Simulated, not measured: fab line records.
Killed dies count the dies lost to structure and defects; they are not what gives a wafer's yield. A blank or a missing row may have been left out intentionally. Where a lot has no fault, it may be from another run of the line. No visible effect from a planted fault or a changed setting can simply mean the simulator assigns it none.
Struck lot and sound lot, side by side + flow rit cmos + 18 steps out of a route of 202
Sound: wafers L341.2, L341.4, L341.6. The struck wafers were L349.1, L349.3, L349.6. The cause is given at the end.
At each step with rows: each side's tool, then ch and its chambers, then its first start. Under that, the readings that differ: sound wafers + struck wafers + difference of the means + sigmas: that difference in standard deviations of wafers without a fault.
alike: a reading whose means differ by less than 2 such deviations, as well as words and numbers matching on both sides. not compared: withheld readings; readings where some wafer has no value; bounds like >300 that might hide an equal value; numbers whose values overlap and for which the record gives no deviation.
A row with sigmas, a row that says differs or no value, or rows on one side alone: a step with any of these is where the two part. When numbers do not overlap yet have no deviation, they are printed without sigmas and do not part them. A reading that every wafer of one side lacks parts them only if that side has two wafers or more.

first, 2 steps without rows for these wafers: RIT_ACTIVE_CLEAN_17 (cleans in SC2, time 600 s); RIT_FOX1_OXIDATION_00 (target thk 350.7 nm, ox time 1130 s).
RIT_FOX1_THK_MEAS_01:
  sound on film metro-02 at day 2 19:28; struck on film metro-02 at day 4 10:27
  alike: FOX1_OXIDE_THK
then, 2 steps without rows for these wafers: RIT_FOX1_WET_ETCH_02 (etches SiO2 in BOE, target depth 350 nm, time 390 s); RIT_FOX2_OXIDATION_00 (target thk 350.7 nm, ox time 1130 s).
RIT_FOX2_THK_MEAS_01:
  sound on film metro-03 at day 2 21:09; struck on film metro-02 at day 4 11:56
  alike: FOX2_OXIDE_THK
then, 2 steps without rows for these wafers: RIT_FOX2_CLEAN_02 (cleans in dHF, time 180 s); RIT_FOX2_WET_ETCH_03 (etches Si3N4 in H3PO4, target depth 195 nm, time 2659 s).
RIT_FOX2_THK_MEAS_90:
  sound on film metro-01 at day 2 22:02; struck on film metro-02 at day 4 12:59
  alike: FIELD_OXIDE_LEFT_1_THK
then, 3 steps without rows for these wafers: RIT_NWELL_HMDS_00 (prime time 60 s); RIT_NWELL_COAT_01 (resist thk 1300 nm); RIT_NWELL_SOFTBAKE_02 (time 60 s).
RIT_NWELL_EXPOSE_03: exposes mask M2, target cd 43900 nm.
  sound on iline stepper-01 ch 0, day 2 22:44; struck on iline stepper-02 ch 0, day 4 13:37
| reading                       | sound                   | struck               | difference | sigmas |
|-------------------------------|-------------------------|----------------------|------------|--------|
| model.NWELL.overlay x nm (nm) | -0.7214 -0.7214 -0.7214 | -149.9 -149.9 -149.9 | -149.2     |        |
  alike: mask
then, 2 steps without rows for these wafers: RIT_NWELL_PEB_04; RIT_NWELL_DEVELOP_05 (develop time 68 s).
RIT_NWELL_OVL_MEAS_06:
  sound on overlay-01 at day 2 23:09; struck on overlay-02 at day 4 14:02
| reading        | sound        | struck               | difference | sigmas      |
|----------------|--------------|----------------------|------------|-------------|
| NWELL_OVL (nm) | -0.7 0.5 0.6 | -150.1 -149.9 -149.4 | -149.9     | -99 or more |
then, 1 step without rows for these wafers: RIT_NWELL_HARDBAKE_07 (time 120 s).
RIT_M1_PROBE_99:
  sound on prober-01 at day 4 17:33; struck on prober-01 at day 6 06:50
| reading                                 | sound             | struck            | difference | sigmas |
|-----------------------------------------|-------------------|-------------------|------------|--------|
| killed_at_M0_to_M3                      | 0 0 1             | 0 0 0             | +0         | -2     |
| model.etest.well edge right.line ohm um | 182.6 180.4 181.7 | 190.6 189.5 190.6 | +8.7       |        |
| model.etest.well edge left.line ohm um  | 180.9 181 182.8   | 177.4 176.9 176.3 | -4.7       |        |
  alike: killed at contacts, killed at front end, killed dies, killed open, killed short

WHERE THEY PART
First at RIT_NWELL_OVL_MEAS_06; last, within this record, at RIT_M1_PROBE_99.

WHY: whatever the simulator had introduced
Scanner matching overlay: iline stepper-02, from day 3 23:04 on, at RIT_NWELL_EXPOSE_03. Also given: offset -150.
